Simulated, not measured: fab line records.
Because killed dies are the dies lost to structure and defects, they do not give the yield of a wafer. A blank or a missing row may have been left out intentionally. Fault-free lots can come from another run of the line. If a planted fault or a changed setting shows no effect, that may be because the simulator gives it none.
fab line records | flow berkeley-cmos170
[record] lots = 7 wafers = 21 last-day = 13
route steps=331 shown NWELL@16
lots that met no fault: from a run of the same line without faults
start-h: hours from the record's first day to the start of the lot's first wafer shown | wait-h: hours elapsed since this lot's preceding step | " identical to the entry in the row above | L1.1+2: a single row standing in for several wafers | - no value, or no start was given | * or withheld: withheld | < > ~ a bound
route shown NAME@n: NAME is a module with steps in the file, n the number in the route of the first one | usual: average and standard deviation across the fault-free wafers | same: alike in all rows | chamber/n: place in a boat | sites: each site's reading | _std_site: standard deviation across them | _edge_site: mean of outer sites minus mean of inner sites | radius-mm: how far each site lies from the wafer's centre | mask NAME#n: copy n | behind: the most recent tool/chamber to have shaped the wafer | hold: cause of the lot's hold/its duration in hours/its outcome | device: names the non-switching transistor (n, p or np) | end of line: tests of these same wafers at the route's end | a step with no rows: only its recipe | killed: count of dies lost to structure and defects at first sort (not the wafer's yield) | map: shows each die of a wafer: x if killed, . if not, _ if none is there
set.NAME: the setting the step ran with; set.NAME@STEP: the setting that earlier step ran with | model.NAME: the simulator's own value behind a step, which no gauge read
lots seen at some steps along the route; tables by step, rows by wafer
services: the hour from which a tool's chamber was out of use, counted from the record's first day as start-h (under 0 if before that day), plus the number of hours and why
[[steps]]
[step UCB170_NWELL_THK_MEAS_02]
[recipe] reads = SiO2_of_NWELL_OXIDATION_01
[usual] NWELL_OXIDE_THK = 26.2/0.59
// columns lot.wafer tool chamber start-h wait-h NWELL_OXIDE_THK[nm]
L270.4 film-metro-02 - 38.59 0.0 25.1
L270.5 " - " " 24.6
L270.6 " - " " 25.3
L272.1 film-metro-04 - 55.52 0.0 26.7
L272.4 " - " " 26.5
L272.6 " - " " 26.4
L275.3 film-metro-03 - 70.71 0.0 26.3
L275.4 " - " " 26.2
L275.6 " - " " 26.6
L280.3 film-metro-04 - 93.59 0.0 26.0
L280.4 " - " " 25.5
L280.5 " - " " 25.9
L286.1 film-metro-04 - 127.23 0.0 26.1
L286.3 " - " " 26.3
L286.6 " - " " 26.4
L289.2 film-metro-03 - 143.34 0.0 26.3
L289.3 " - " " 26.4
L289.6 " - " " 26.7
L290.3 film-metro-04 - 143.35 0.0 27.0
L290.4 " - " " 27.0
L290.5 " - " " 27.1
[step UCB170_NWELL_ANNEAL_03]
[recipe] temp-c = 1000 time-s = 900 ambient = N2
[step UCB170_NWELL_CVD_04]
[recipe] material = Si3N4 target-thk-nm = 224 temp-c = 800 precursor = SiH2Cl2/NH3 time-s = 3360 pressure-mtorr = 200 sih2cl2-flow-sccm = 25 nh3-flow-sccm = 75
[step UCB170_NWELL_THK_MEAS_05]
[recipe] reads = Si3N4_of_NWELL_CVD_04
[usual] NWELL_NITRIDE_THK = 224.2/2.1
// columns lot.wafer tool chamber start-h wait-h NWELL_NITRIDE_THK[nm]
L270.4 film-metro-03 - 46.35 0.0 226.2
L270.5 " - " " 226.0
L270.6 " - " " 225.7
L272.1 film-metro-04 - 65.68 0.0 224.4
L272.4 " - " " 223.4
L272.6 " - " " 224.4
L275.3 film-metro-04 - 78.46 0.0 223.9
L275.4 " - " " 223.3
L275.6 " - " " 221.7
L280.3 film-metro-04 - 101.04 0.0 222.4
L280.4 " - " " 222.0
L280.5 " - " " 222.0
L286.1 film-metro-04 - 134.58 0.0 224.8
L286.3 " - " " 224.4
L286.6 " - " " 224.0
L289.2 film-metro-03 - 150.77 0.0 222.5
L289.3 " - " " 224.2
L289.6 " - " " 224.1
L290.3 film-metro-02 - 150.78 0.0 227.0
L290.4 " - " " 225.9
L290.5 " - " " 226.8
[step UCB170_NWELL_HMDS_06]
[recipe] prime-time-s = 60 prime-temp-c = 100
[step UCB170_NWELL_COAT_07]
[recipe] resist = KrF spin-rpm = 1500 resist-thk-nm = 900
[step UCB170_NWELL_SOFTBAKE_08]
[recipe] resist = KrF temp-c = 130 time-s = 60
[step UCB170_NWELL_EXPOSE_09]
[recipe] mask-id = NWELL target-cd-nm = 3000 na = 0.5 sigma-outer = 0.6 source-shape = conventional dose-mj = 25
[step UCB170_NWELL_PEB_10]
[recipe] peb-temp-c = 130 peb-time-s = withheld resist = KrF
[step UCB170_NWELL_DEVELOP_11]
[recipe] developer = TMAH develop-time-s = 45 resist = KrF dev-temp-c = 21
[step UCB170_NWELL_OVL_MEAS_12]
[usual] NWELL_OVL = -3/6
// columns lot.wafer tool chamber start-h wait-h NWELL_OVL[nm]
L270.4 overlay-02 - 47.51 - -2
L270.5 " - " " 2
L270.6 " - " " -3
L272.1 overlay-01 - 68.23 - -9
L272.4 " - " " -6
L272.6 " - " " -7
L275.3 overlay-01 - 79.74 - -4
L275.4 " - " " 7
L275.6 " - " " 7
L280.3 overlay-02 - 102.06 - -5
L280.4 " - " " -7
L280.5 " - " " -5
L286.1 overlay-01 - 135.99 - 5
L286.3 " - " " 13
L286.6 " - " " 5
L290.3 overlay-01 - 151.83 - -1
L290.4 " - " " -3
L290.5 " - " " 0
L289.2 overlay-02 - 151.91 - 2
L289.3 " - " " 3
L289.6 " - " " 5
[step UCB170_NWELL_ETCH_13]
[recipe] chemistry = CH3F/Ar/O2 target = Si3N4 stop-on = SiO2 CH3F_flow_sccm = 20 Ar_flow_sccm = 50 O2_flow_sccm = 7 pressure-mtorr = 50 rf-w = 450 target-depth-a = 2464 over-etch-frac = 0.1 time-s = 154
[usual] drypump-motor-current-A = 5.5/0.44 oes-product-au = 0.940/0.014 throttle-valve-pct = 8.04/0.14
// columns lot.wafer tool chamber start-h wait-h drypump-motor-current-A oes-product-au rf-hours-counter-h throttle-valve-pct
L270.4 rie-diel-04 3 47.53 0.0 4.8 0.942 58 8.24
L270.5 " 3 " " 4.8 0.938 - 8.24
L270.6 " 0 " " 5.6 0.936 - 7.91
L272.1 rie-diel-01 3 68.27 0.0 5.0 0.933 114 7.92
L272.4 " 1 " " 6.2 0.950 120 7.94
L272.6 " 3 " " 5.0 0.922 - 7.91
L275.3 rie-diel-02 3 79.76 0.0 6.2 0.942 71 7.83
L275.4 " 0 " " 5.5 0.917 7 8.25
L275.6 " 3 " " 6.2 0.940 - 7.82
L280.3 rie-diel-01 1 102.09 0.0 6.2 0.944 122 7.93
L280.4 " 2 " " 5.3 0.942 17 7.91
L280.5 " 3 " " 5.0 0.918 - 7.92
L286.1 rie-diel-04 0 136.02 0.0 5.6 0.937 128 7.92
L286.3 " 3 " " 4.8 0.931 63 8.24
L286.6 " 3 " " 4.8 0.937 - 8.24
L290.3 rie-diel-04 0 151.85 0.0 5.6 0.935 129 7.92
L290.4 " 3 " " 4.8 0.942 - 8.25
L290.5 " 2 " " 5.7 0.943 - 8.14
L289.2 rie-diel-01 0 151.94 0.0 5.4 0.945 114 8.16
L289.3 " 3 " " 5.0 0.931 118 7.90
L289.6 " 0 " " 5.4 0.947 - 8.16
[step UCB170_NWELL_IMPLANT_14]
[recipe] species = P dose-cm2 = 1e+13 energy-kev = 150 tilt-deg = 7
[usual] dose-ions-cm2 = 9.999e+12/9.3e+09
// columns lot.wafer tool chamber start-h wait-h dose-ions-cm2
L270.4 implanter-02 0 47.71 0.1 1.0007e+13
L270.5 " 0 " " 1.0006e+13
L270.6 " 0 " " 1.0015e+13
L272.1 implanter-04 0 68.37 0.1 1.0003e+13
L272.4 " 0 " " 1.0001e+13
L272.6 " 0 " " 9.99e+12
L272.1 implanter-04 0 68.69 0.3 1.0015e+13
L272.4 " 0 " " 1.0009e+13
L272.6 " 0 " " 1.0025e+13
L275.3 implanter-02 0 79.91 0.1 1.0002e+13
L275.4 " 0 " " 9.993e+12
L275.6 " 0 " " 9.991e+12
L275.3 implanter-02 0 80.23 0.3 1.0015e+13
L275.4 " 0 " " 9.993e+12
L275.6 " 0 " " 1.0001e+13
L280.3 implanter-02 0 102.24 0.1 1.0001e+13
L280.4 " 0 " " 9.997e+12
L280.5 " 0 " " 9.996e+12
L280.3 implanter-02 0 102.56 0.3 1.0021e+13
L280.4 " 0 " " 1.0002e+13
L280.5 " 0 " " 1.0005e+13
L286.1 implanter-03 0 136.12 0.1 1.0007e+13
L286.3 " 0 " " 9.994e+12
L286.6 " 0 " " 1.0006e+13
L290.3 implanter-02 0 152.00 0.1 9.986e+12
L290.4 " 0 " " 9.979e+12
L290.5 " 0 " " 9.992e+12
L289.2 implanter-04 0 152.07 0.1 9.999e+12
L289.3 " 0 " " 9.987e+12
L289.6 " 0 " " 1.0009e+13
[step UCB170_NWELL_STRIP_15]
[recipe] chemistry = O2 power-w = 400 pressure-mtorr = 3500 platen-temp-c = withheld o2-flow-sccm = 400 overash-fraction = 0.5
[usual] drypump-motor-current-A = 5.27/0.3 oes-product-au = 0.721/0.0049 strip-time-to-endpoint-s = 18.04/0.098
// columns lot.wafer tool chamber start-h wait-h drypump-motor-current-A oes-product-au rf-hours-counter-h strip-time-to-endpoint-s
L270.4 plasma-asher-02 1 47.82 0.1 5.05 0.721 - 18.15
L270.5 " 0 " " 5.20 0.717 - 18.24
L270.6 " 1 " " 5.06 0.725 - 18.12
L272.1 plasma-asher-03 0 69.01 0.3 4.89 0.722 27 18.18
L272.4 " 1 " " 5.69 0.728 - 18.07
L272.6 " 0 " " 4.87 0.715 - 18.13
L275.3 plasma-asher-02 1 80.36 0.1 5.07 0.717 - 18.00
L275.4 " 0 " " 5.17 0.728 - 17.87
L275.6 " 1 " " 5.05 0.728 - 18.02
L280.3 plasma-asher-02 0 102.69 0.1 5.20 0.724 - 18.06
L280.4 " 1 " " 5.05 0.721 - 18.04
L280.5 " 0 " " 5.18 0.721 - 18.07
L286.1 plasma-asher-03 1 136.27 0.1 5.67 0.711 35 17.97
L286.3 " 1 " " 5.68 0.727 - 18.03
L286.6 " 0 " " 4.88 0.715 - 18.11
L290.3 plasma-asher-03 0 152.14 0.1 4.85 0.713 - 17.87
L290.4 " 1 " " 5.73 0.723 - 18.02
L290.5 " 0 " " 4.84 0.719 - 17.90
L289.2 plasma-asher-04 1 152.19 0.1 5.45 0.727 3 18.18
L289.3 " 1 " " 5.43 0.718 - 18.13
L289.6 " 1 " " 5.44 0.721 - 18.11
[step UCB170_NWELL_TW_MEAS_16]
[usual] NWELL_TW = 1245/12
// columns lot.wafer tool chamber start-h wait-h NWELL_TW
L270.4 film-metro-02 - 47.91 0.1 1241
L270.5 " - " " 1244
L270.6 " - " " 1245
L272.1 film-metro-02 - 69.11 0.1 1563
L272.4 " - " " 1559
L272.6 " - " " 1560
L275.3 film-metro-04 - 80.45 0.1 1568
L275.4 " - " " 1568
L275.6 " - " " 1570
L280.3 film-metro-03 - 102.78 0.1 1525
L280.4 " - " " 1539
L280.5 " - " " 1531
L286.1 film-metro-02 - 136.37 0.1 1246
L286.3 " - " " 1247
L286.6 " - " " 1251
L290.3 film-metro-03 - 152.22 0.1 1225
L290.4 " - " " 1226
L290.5 " - " " 1225
L289.2 film-metro-02 - 152.30 0.1 1246
L289.3 " - " " 1245
L289.6 " - " " 1241
[step UCB170_NWELL_CLEAN_17]
[recipe] chemistry = SPM temp-c = 120 time-s = 600
[[services]]
// columns tool chamber start-h hours kind
rie-diel-01 1 24.95 2.4 repair
rie-diel-04 2 30.59 1.9 repair
rie-diel-01 2 38.05 11.8 repair
rie-diel-04 2 41.97 4.2 repair
plasma-asher-02 - 55.81 2.4 repair
rie-diel-04 - 60.26 0.1 repair
plasma-asher-02 - 60.46 1.8 repair
implanter-04 - 65.68 2.6 repair
implanter-02 - 85.07 2.6 repair
implanter-04 - 100.73 1.5 repair
plasma-asher-04 - 108.75 9.0 pm
plasma-asher-04 0 108.75 9.0 vent-cycle
plasma-asher-04 1 108.75 9.0 vent-cycle
rie-diel-01 2 112.78 16.7 repair
plasma-asher-04 0 117.75 - clean
plasma-asher-04 1 117.75 - clean
rie-diel-02 3 118.94 10.0 repair
rie-diel-02 2 125.42 4.2 repair
implanter-04 - 127.64 1.2 repair
rie-diel-02 1 128.50 1.7 repair
rie-diel-02 - 134.13 0.9 repair
rie-diel-04 1 145.68 6.8 repair
implanter-03 - 150.17 3.8 repair
[[key]]
[first-sign] step = UCB170_NWELL_IMPLANT_14 reading = visit direction = added
[effect] step = UCB170_NWELL_TW_MEAS_16 reading = NWELL_TW direction = up sigmas = 25 usual = 1245 struck = 1554
met-at UCB170_NWELL_IMPLANT_14
struck-wafers L272.1,L272.4,L272.6,L275.3,L275.4,L275.6,L280.3,L280.4,L280.5
tester-left-out L272,L275,L280
[fault] kind = repeated-step-whole tool = implanter-02,implanter-03,implanter-04 chamber = - onset-h = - steps = UCB170_NWELL_IMPLANT_14 times = 1 scope = struck-lots-only
// tester-left-out: of these lots the tester's yield and bins aren't shown, on N5 and GAA mostly nor the transistor test; their killed dies are dies lost to structure and defects alone, not to doping, threshold or leakage, so they don't give the yield
